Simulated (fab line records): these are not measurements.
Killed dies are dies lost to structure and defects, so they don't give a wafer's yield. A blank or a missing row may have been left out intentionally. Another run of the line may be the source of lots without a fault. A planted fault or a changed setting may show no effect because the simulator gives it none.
Split-lot experiment -- flow berkeley cmos170 -- 23 wafers read across 5 lots, on a route 331 steps long

## ON THE SPLIT
At UCB170_PFIELD_IMPLANT_07, the setting energy kev was moved away from the recipe's 80 on 5 of the 23 wafers read, by -2.9% to +5.5%. This setting was run at the recipe's value on the other wafers.

The reading is taken at the split's own step.

## THE READING
The simulator's own value implant.drp nm, read by no gauge, in nm at UCB170_PFIELD_IMPLANT_07. The file gives no usual value for it.

wafer,"tool, chamber at the split",energy kev as run,against the recipe,"implant.drp nm, nm",against lot-mates on the recipe
L074.1,"implanter-02, 0",77.71,-2.9%,73.81,-1.05
L074.4,"implanter-02, 0",77.71,-2.9%,73.81,-1.05
L074.5,"implanter-02, 0",77.71,-2.9%,73.81,-1.05
L074.2,"implanter-02, 0",80,recipe,74.86,-
L074.6,"implanter-02, 0",80,recipe,74.86,-
L076.1,"implanter-02, 0",80,recipe,74.86,-
L076.2,"implanter-02, 0",80,recipe,74.86,-
L076.3,"implanter-02, 0",80,recipe,74.86,-
L076.4,"implanter-02, 0",80,recipe,74.86,-
L076.5,"implanter-02, 0",80,recipe,74.86,-
L081.1,"implanter-02, 0",80,recipe,74.86,-
L081.3,"implanter-02, 0",80,recipe,74.86,-
L081.5,"implanter-02, 0",80,recipe,74.86,-
L083.1,"implanter-01, 0",80,recipe,74.86,-
L083.2,"implanter-01, 0",80,recipe,74.86,-
L083.3,"implanter-01, 0",80,recipe,74.86,-
L083.5,"implanter-01, 0",80,recipe,74.86,-
L083.6,"implanter-01, 0",80,recipe,74.86,-
L084.2,"implanter-03, 0",84.39,+5.5%,76.74,+1.88
L084.5,"implanter-03, 0",84.39,+5.5%,76.74,+1.88
L084.3,"implanter-03, 0",80,recipe,74.86,-
L084.4,"implanter-03, 0",80,recipe,74.86,-
L084.6,"implanter-03, 0",80,recipe,74.86,-

FIT RESULTS
A straight line over all 23 wafers: implant.drp nm changes by +0.35 nm for each +1% of energy kev; r = +1.00; the points scatter about the line by 0.02 nm.
The same after taking each lot's own level away (the mean of its wafers on the recipe; 23 wafers): +0.35 nm for each +1%; r = +1.00; scatter 0.02 nm.
On that fit, the largest move of energy kev shifts the reading by 1.9 nm.
The lots' own levels span 74.860 to 74.860 nm.
Consequently the slope shifts little with the lot-to-lot level, the two slopes agreeing.
Check: for one of the wafers moved furthest among these (+5.5%), held out of the fit, the line's prediction against its lot-mates is +1.93 nm. It came out at +1.88 nm against them.

## ADDITIONAL SPLITS CARRIED BY THESE WAFERS
Before the reading, these wafers also passed through other splits. Each is held against what the fit with the lots' levels taken away leaves over:
other split on the same wafers,wafers away from the commonest value,r with implant.drp nm (lot level and that fit taken away)
UCB170_NWELL_OXIDATION_01 temp c,5,-0.28
UCB170_NWELL_IMPLANT_14 energy kev,7,-0.26
UCB170_PWELL_OXIDATION_02 ox time s,10,+0.14

## THE WHOLE CHAIN: every reading that the file lists as answering this split, in the file's order
step,what it does,reading,change (the file's fit),r (the file's)
UCB170_PFIELD_IMPLANT_07,,"implant.rp nm (the simulator's own value, which no gauge read)",+2.2 nm for each +1% of the setting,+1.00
UCB170_PFIELD_IMPLANT_07,,"implant.drp nm (the simulator's own value, which no gauge read)",+0.348 nm for each +1% of the setting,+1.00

## THE FILE'S OWN FIT
implant.drp nm changes by +0.348 nm for each +1% of energy kev, r = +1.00.
